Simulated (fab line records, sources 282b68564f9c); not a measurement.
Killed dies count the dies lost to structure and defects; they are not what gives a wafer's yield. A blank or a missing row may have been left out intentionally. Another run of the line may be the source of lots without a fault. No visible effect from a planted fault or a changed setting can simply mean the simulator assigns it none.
A struck lot beside a sound one | flow rit cmos | 18 steps out of a route of 202
Sound: these wafers, L407.1, L407.3, L407.6. The struck wafers were L417.1, L417.2, L417.3. The cause is named last.
Per side, at each step with rows, come the tool, then ch with its chambers, and then its first start. Under that, the readings that differ: sound wafers | struck wafers | difference of the means | sigmas: that difference in standard deviations of wafers without a fault.
alike: a reading whose means differ by less than 2 such deviations, as well as words and numbers matching on both sides. not compared: withheld readings; readings where some wafer has no value; bounds like >300 that might hide an equal value; numbers whose values overlap and for which the record gives no deviation.
Wherever a step has rows on one side only, a row that says differs or no value, or a row with sigmas, the two part there. Numbers that have no deviation but don't overlap get no sigmas and don't part them. Lack of a reading on every wafer of one side parts them only where that side has two or more wafers.

first, 5 steps without rows for these wafers: RIT_NLDD_COAT_01 (resist thk 1000 nm); RIT_NLDD_SOFTBAKE_02 (time 60 s); RIT_NLDD_EXPOSE_03 (exposes mask M7, target cd 40700 nm); RIT_NLDD_PEB_04; RIT_NLDD_DEVELOP_05 (develop time 50 s).
RIT_NLDD_OVL_MEAS_06:
  struck on overlay-01, day 5 00:09; sound on overlay-01, day 2 19:34
  alike: NLDD_OVL
then, 2 steps without rows for these wafers: RIT_NLDD_HARDBAKE_07 (time 60 s); RIT_NLDD_IMPLANT_08.
RIT_NLDD_STRIP_09: strips in O2, time 180 s.
  sound on plasma asher-04 ch 0,1, day 2 19:53; struck on plasma asher-01 ch 0,1, day 5 00:29
  alike: drypump motor current A
  not compared: rf hours counter h
RIT_NLDD_TW_MEAS_10:
  struck on film metro-04, day 5 00:40; sound on film metro-02, day 2 20:04
  alike: NLDD_TW
then, 2 steps without rows for these wafers: RIT_PLDD_HMDS_00 (prime time 60 s); RIT_PLDD_COAT_01 (resist thk 1000 nm).
RIT_PLDD_SOFTBAKE_02: time 60 s.
  sound on litho track-01 ch 0, day 2 20:26; struck on litho track-03 ch 0, day 5 01:01
  reading                  | sound             | struck            | difference | sigmas
  heater power total W (W) | 34.55 34.59 34.58 | 33.44 33.48 33.50 | -1.10      | -23
  plate temp C (C)         | 89.98 89.86 89.87 | 88.18 87.99 87.78 | -1.92      | -19
then, 2 steps without rows for these wafers: RIT_PLDD_EXPOSE_03 (exposes mask M8, target cd 40900 nm); RIT_PLDD_PEB_04.
RIT_PLDD_DEVELOP_05: develop time 50 s.
  sound on litho track-04 ch 0; struck on litho track-01 ch 0
  reading                                   | sound             | struck         | difference | sigmas
  model.NOVOLAK_of_PLDD_COAT_01.thk nm (nm) | 995.3 996.5 997.8 | 1005 1002 1006 | +8         |
RIT_PLDD_OVL_MEAS_06:
  struck on overlay-02, day 5 01:34; sound on overlay-01, day 2 21:06
  reading       | sound       | struck         | difference | sigmas
  PLDD_OVL (nm) | 1.0 1.6 1.5 | -1.3 -1.9 -1.3 | -2.9       | -2
RIT_M1_PROBE_99:
  struck on prober-02, day 5 18:08; sound on prober-02, day 3 12:40
  alike: killed at contacts, killed at front end, killed dies, killed open, killed short

WHERE THEY PART
Earliest at RIT_PLDD_SOFTBAKE_02; latest, in this record, at RIT_PLDD_OVL_MEAS_06. Later steps at which nothing parts them and some readings are alike: RIT_M1_PROBE_99.

WHY: whatever the simulator had introduced
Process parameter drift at RIT_PLDD_SOFTBAKE_02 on litho track-03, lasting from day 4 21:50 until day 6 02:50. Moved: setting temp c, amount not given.
